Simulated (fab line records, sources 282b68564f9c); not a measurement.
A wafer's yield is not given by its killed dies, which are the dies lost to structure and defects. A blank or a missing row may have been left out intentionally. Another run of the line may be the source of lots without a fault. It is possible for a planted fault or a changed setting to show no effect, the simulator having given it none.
One fault through the eyes of 2 desks + flow rit-cmos + every desk sees just its own numbers, and what lay behind them comes last

## TOOL OWNER'S DESK, furnace-03
The tool's own readings at RIT_REOX_OXIDATION_03 (target thk 25.2 nm, ox time 5580 s): means of the sampled wafers that have a number, for each lot that ran on this tool. Marked OUT: a lot whose mean sits more than 4 standard deviations from the usual mean, which makes it out of limits; the brackets give that distance. Shown are 7 of the 8 readings it has, namely the first that went out of limits plus those furthest out on some lot.
Columns: A = spike-tc-centre-C at RIT_REOX_OXIDATION_03, usual 902.4 C; B = spike-tc-load-C at RIT_REOX_OXIDATION_03, usual 926.9 C; C = spike-tc-source-C at RIT_REOX_OXIDATION_03, usual 928.4 C; D = tube-center-temp-C at RIT_REOX_OXIDATION_03, usual 900 C; E = tube_center_temp_C_max at RIT_REOX_OXIDATION_03, usual 902.4; F = zone-power-load-pct at RIT_REOX_OXIDATION_03, usual 25.2 %; G = zone-power-source-pct at RIT_REOX_OXIDATION_03, usual 26.7 %
| lot  | first seen here | A               | B               | C               | D                     | E                       | F               | G               |
|------|-----------------|-----------------|-----------------|-----------------|-----------------------|-------------------------|-----------------|-----------------|
| L416 | day 2 14:44     | 902.5           | 924.4           | 927.4           | 900                   | 902.2                   | 23.6            | 25.8            |
| L418 | day 3 04:11     | 812.8 (-64) OUT | 832.4 (-47) OUT | 835.7 (-58) OUT | 810 (-99 or more) OUT | 811.8 (-99 or more) OUT | 18.6 (-5.5) OUT | 20.8 (-4.6) OUT |
| L419 | day 3 08:04     | 813.2 (-64) OUT | 833.2 (-47) OUT | 835.1 (-58) OUT | 810 (-99 or more) OUT | 811.9 (-99 or more) OUT | 18.8 (-5.3) OUT | 20.6 (-4.7) OUT |
| L423 | day 4 02:41     | 812.4 (-64) OUT | 833.0 (-47) OUT | 835.8 (-58) OUT | 810 (-99 or more) OUT | 812.4 (-99 or more) OUT | 18.8 (-5.3) OUT | 20.7 (-4.6) OUT |
| L437 | day 6 23:49     | 903.2           | 924.8           | 926.3           | 900                   | 902.5                   | 23.4            | 25.9            |
This desk finds L418, L419, L423 out of limits, L418 being first, at day 3 04:11 (spike-tc-centre-C at RIT_REOX_OXIDATION_03). In limits: L416, L437.

## FROM THE METROLOGY DESK
Means of the sampled wafers that have a number, per lot and without regard to the tool the lot ran on: this is what the gauges read. Marked OUT: a lot whose mean sits more than 4 standard deviations from the usual mean, which makes it out of limits; the brackets give that distance.
Columns: A = REOX_OXIDE_THK at RIT_REOX_THK_MEAS_04, usual 25.5 nm
| lot  | first seen here | A             |
|------|-----------------|---------------|
| L416 | day 2 17:17     | 25.7          |
| L417 | day 3 01:37     | 25.5          |
| L418 | day 3 06:45     | 9.1 (-34) OUT |
| L419 | day 3 10:37     | 9.4 (-34) OUT |
| L420 | day 3 13:32     | 26.3          |
| L423 | day 4 05:14     | 8.5 (-35) OUT |
| L428 | day 5 05:07     | 25.6          |
| L429 | day 5 09:50     | 25.0          |
| L431 | day 5 19:15     | 25.7          |
| L432 | day 6 01:30     | 25.6          |
| L433 | day 6 05:22     | 25.2          |
| L435 | day 6 16:47     | 25.0          |
| L437 | day 7 02:22     | 25.0          |
| L438 | day 7 06:55     | 25.6          |
| L439 | day 7 12:05     | 25.6          |
This desk finds L418, L419, L423 out of limits, with the earliest case on L418 at day 3 06:45 (REOX_OXIDE_THK at RIT_REOX_THK_MEAS_04). In limits: L416, L417, L420, L428, L429, L431, L432, L433, L435, L437, L438, L439.

## BROUGHT TOGETHER
The tool owner's desk had the chance to raise an alarm at day 3 04:11 on L418, L419, L423.
L418, L419, L423 would have let the metrology desk raise an alarm at day 3 06:45.
All the named lots went through RIT_REOX_OXIDATION_03 on furnace-03.

## WHAT THE SIMULATOR HAD PUT IN
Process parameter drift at RIT_REOX_OXIDATION_03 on furnace-03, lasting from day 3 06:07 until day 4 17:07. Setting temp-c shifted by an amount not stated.
Struck lots among those shown: L418, L419, L423.
